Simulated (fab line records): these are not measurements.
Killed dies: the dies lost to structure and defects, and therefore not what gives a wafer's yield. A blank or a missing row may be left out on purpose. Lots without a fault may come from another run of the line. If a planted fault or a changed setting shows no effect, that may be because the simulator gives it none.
A lot that was struck, set against a sound lot	flow berkeley_cmos170	15 out of 331 route steps
Sound: these wafers, L357.1, L357.3, L357.5. Wafers struck: L369.2, L369.4, L369.6. At the end, the cause is stated.
For every step that has rows: the tool of each side, followed by ch and its chambers, followed by its first start. Under that, the readings that differ: sound wafers	struck wafers	difference of the means	sigmas: that difference in standard deviations of wafers without a fault.
alike: readings whose means differ by less than 2 such deviations, and words and numbers that are the same on both sides. not compared: withheld readings, readings that some wafer has no value for, bounds like >300 that may hide the same value, and numbers for which the record gives no deviation and whose values overlap.
A row with sigmas, a row that says differs or no value, or rows on one side alone: a step with any of these is where the two part. Non-overlapping numbers with no deviation appear without sigmas and do not part them. Lack of a reading on every wafer of one side parts them only where that side has two or more wafers.

first, 2 steps without rows for these wafers: UCB170_GATE_ANNEAL_03 (time 1800 s); UCB170_GATE_CVD_04 (deposits poly-Si from SiH4, time 1440 s, target thk 214 nm).
UCB170_GATE_THK_MEAS_05:
  sound on film_metro-02, day 6 15:11; struck on film_metro-01, day 8 22:20
  alike: GATE_POLY_THK
then, 6 steps without rows for these wafers: UCB170_GATE_COAT_06; UCB170_GATE_COAT_07 (resist thk 900 nm); UCB170_GATE_SOFTBAKE_08 (time 60 s); UCB170_GATE_EXPOSE_09 (exposes mask POLY, target cd 350 nm); UCB170_GATE_PEB_10; UCB170_GATE_DEVELOP_11 (develop time 45 s).
UCB170_GATE_CD_MEAS_12: target cd 350 nm.
  sound on cd_sem-02, day 6 16:13; struck on cd_sem-01, day 8 23:41
  alike: cd_nm
UCB170_GATE_OVL_MEAS_13:
  sound on overlay-01, day 6 16:20; struck on overlay-01, day 8 23:47
  alike: GATE_OVL
UCB170_GATE_ETCH_14: etches BARC in N2/H2.
  sound on rie_diel-03 ch 0,3, day 6 16:23; struck on rie_diel-03 ch 0,1,2, day 8 23:49
  alike: drypump_motor_current_A, oes_product_au, throttle_valve_pct
UCB170_GATE_ETCH_15: etches poly-Si in HBr/Cl2, stops on SiO2, time 56.3 s, target depth 278.2 nm.
  sound on rie_si-01 ch 0,1,2, day 6 16:25; struck on rie_si-02 ch 0,1, day 8 23:52
reading	sound	struck	difference	sigmas
oes_product_au (a.u.)	0.836 0.852 0.847	0.791 0.803 0.803	-0.046	-4
over_etch_frac	0.3 0.3 0.3	0.38276 0.38276 0.38276	+0.08276	
model.KrF_of_GATE_COAT_07.thk_nm (nm)	782.4 773.5 774.9	766.7 770 767.8	-8.8	
model.SiO2_of_GATE_OXIDATION_01.thk_nm (nm)	6.46 6.408 6.435	6.092 6.224 6.175	-0.271	
  alike: drypump_motor_current_A, throttle_valve_pct
  not compared: rf_hours_counter_h
UCB170_GATE_STRIP_16: strips in O2.
  sound on plasma_asher-03 ch 0,1, day 6 16:28; struck on plasma_asher-03 ch 0,1, day 8 23:55
  alike: drypump_motor_current_A, oes_product_au
  not compared: rf_hours_counter_h
following that, these wafers have no rows for 1 step: UCB170_M3_PROBE_99.

WHERE THEY PART
UCB170_GATE_ETCH_15 only, going by this record. Later steps at which nothing parts them and some readings are alike: UCB170_GATE_STRIP_16.

WHY: what had been put in by the simulator
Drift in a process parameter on rie_si-02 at UCB170_GATE_ETCH_15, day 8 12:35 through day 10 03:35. A move of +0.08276 in setting over_etch_frac, from 0.3.
